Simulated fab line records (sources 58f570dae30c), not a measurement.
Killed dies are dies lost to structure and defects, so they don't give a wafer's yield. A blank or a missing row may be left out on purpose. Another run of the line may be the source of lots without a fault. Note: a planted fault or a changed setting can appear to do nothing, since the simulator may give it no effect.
Which tool is to blame? -- flow berkeley-cmos170 -- 12 lots (36 wafers sampled), 1 step of a 331-step route

WHAT THE GAUGES READ, wafer by wafer
The record lacks any reading of a measuring or inspecting step that a usual standard deviation could be used to judge.

TOOL THAT RAN EACH LOT (tool first, then ch and the chambers of the sampled wafers, then the start)
lot,UCB170_GATE_WET_ETCH_00
L380,"wet-bench-03 ch 1, day 5 16:40"
L381,"wet-bench-03 ch 0, day 5 16:40"
L379,"wet-bench-03 ch 3, day 5 16:55"
L383,"wet-bench-02 ch 2, day 6 14:17"
L382,"wet-bench-02 ch 0, day 6 15:01"
L384,"wet-bench-02 ch 0, day 6 17:59"
L385,"wet-bench-02 ch 3, day 6 23:07"
L387,"wet-bench-02 ch 3, day 7 15:31"
L386,"wet-bench-02 ch 3, day 7 15:52"
L398,"wet-bench-03 ch 1, day 9 18:16"
L401,"wet-bench-03 ch 0, day 9 20:43"
L402,"wet-bench-01 ch 2, day 9 21:08"
- UCB170_GATE_WET_ETCH_00: etches SiO2 in dHF, time 200 s.

WHAT THE TOOLS THEMSELVES READ (means of the sampled wafers that have a number; where no wafer has one, the mark that the record gives instead)
UCB170_GATE_WET_ETCH_00. Usual: 228 s for run-length-s, sd 3.8.
lot,tool,run-length-s (s),flag
L380,wet-bench-03,234,
L381,wet-bench-03,234,
L379,wet-bench-03,231,
L383,wet-bench-02,225,
L382,wet-bench-02,231,
L384,wet-bench-02,231,
L385,wet-bench-02,352,OFF
L387,wet-bench-02,344,OFF
L386,wet-bench-02,344,OFF
L398,wet-bench-03,226,
L401,wet-bench-03,225,
L402,wet-bench-01,225,

THE ANSWER, worked out from the rows above alone
Rule: a lot counts as off when the mean over its wafers that have a number is more than 3 standard deviations away from the usual mean. A lot without any number at a reading at which 4 lots or more have one is off too. Where the step has rows for the other lots, those lots are counted as sound. First the gauges in route order, then the tools' own readings, where a lot's mean is used as printed above. At the first step where some lot is off, the reading lying furthest off is the one used; lots without a number count as furthest.
Off: L385, L387, L386, at UCB170_GATE_WET_ETCH_00 (run-length-s).
If a tool, at that step or one of the process steps before it, ran each lot that is off and ran no sound lot following the first of them, it fits. One fits: UCB170_GATE_WET_ETCH_00 on wet-bench-02. A fault onset in the window from L384 (day 6 17:59, its last sound lot) to L385 (day 6 23:07, its first lot off) fits.
On the lots that are off, the tool's own readings at UCB170_GATE_WET_ETCH_00 differ by more than 5 times the standard deviation of the sound lots' means, which bears it out; run-length-s reads 347 s there versus 229 s on the sound lots.

WHAT WAS PUT IN BY THE SIMULATOR
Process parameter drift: wet-bench-02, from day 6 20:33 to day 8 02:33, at UCB170_GATE_WET_ETCH_00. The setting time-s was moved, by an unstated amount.
Struck lots among those shown: L385, L387, L386. This agrees with what the rule above found.
